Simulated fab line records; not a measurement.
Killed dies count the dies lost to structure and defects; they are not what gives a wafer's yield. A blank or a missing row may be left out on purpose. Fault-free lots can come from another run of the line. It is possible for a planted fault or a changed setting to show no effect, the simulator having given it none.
Which of the tools did it?	flow rit cmos	21 wafers from 7 lots sampled at 2 of the route's 202 steps

## WHAT EACH GAUGE READ, for each wafer
RIT_CONTACT_CD_MEAS_08: the cd target is 1000 nm.
lot	measured	on	cd nm (nm)
L603	day 3 18:16	cd sem-02	997.2 996.7 999.5
L607	day 4 14:10	cd sem-01	999.2 1001.6 997.4
L609	day 4 21:38	cd sem-02	999.3 1000.5 1001.3
L612	day 5 13:02	cd sem-02	998.3 999.8 999.3
L614	day 6 03:14	cd sem-01	1003.0 1003.2 1000.9
L620	day 7 03:35	cd sem-02	987.9 988.7 988.6
L624	day 8 02:03	cd sem-02	1001.7 1002.6 1000.5

## WHAT TOOL EACH LOT RAN ON (gives the tool, then ch and the chambers of the sampled wafers, and finally the start)
lot	RIT_CONTACT_EXPOSE_05
L603	iline stepper-02 ch 0, day 3 17:46
L607	iline stepper-02 ch 0, day 4 13:39
L609	iline stepper-02 ch 0, day 4 21:07
L612	iline stepper-02 ch 0, day 5 12:31
L614	iline stepper-02 ch 0, day 6 02:33
L620	iline stepper-02 ch 0, day 7 03:05
L624	iline stepper-01 ch 0, day 8 01:32
- RIT_CONTACT_EXPOSE_05: exposes mask M11, target cd 1000 nm.

## THE ANSWER, worked out from the rows above alone
Rule: what is usual is taken from the lots themselves. The widest of any qualifying gaps counts: lots, ordered by their means at a reading, are off when they make up no more than a third of the lots, leave a main group of 4 or more, and stand apart from it by 3 or more times the standard deviation of that group's means. The tables above print the reading to a certain number of digits; a main group whose means all agree to those digits is not used. Also off: a lot with no number at a reading for which 4 or more lots have one. All remaining lots with rows at the step are treated as sound.
Off: L620 (RIT_CONTACT_CD_MEAS_08, cd nm). Main group: mean 1000.1 nm, sd 1.5.
If a tool, at a process step before that reading, ran all the lots that are off and no sound lot after the first of them, it fits. Those tools and the gauges at RIT_CONTACT_CD_MEAS_08 are tried in the same way. One fits: RIT_CONTACT_EXPOSE_05 on iline stepper-02. Its last sound lot is L614 (day 6 02:33), its first lot that is off L620 (day 7 03:05): a fault that began between those two fits.

## WHAT WAS PUT IN BY THE SIMULATOR
Process parameters drifting: iline stepper-02 at RIT_CONTACT_EXPOSE_05, beginning at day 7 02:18. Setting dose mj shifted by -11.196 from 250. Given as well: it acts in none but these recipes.
Lots struck among those shown: L620. The rule above reached the same finding.
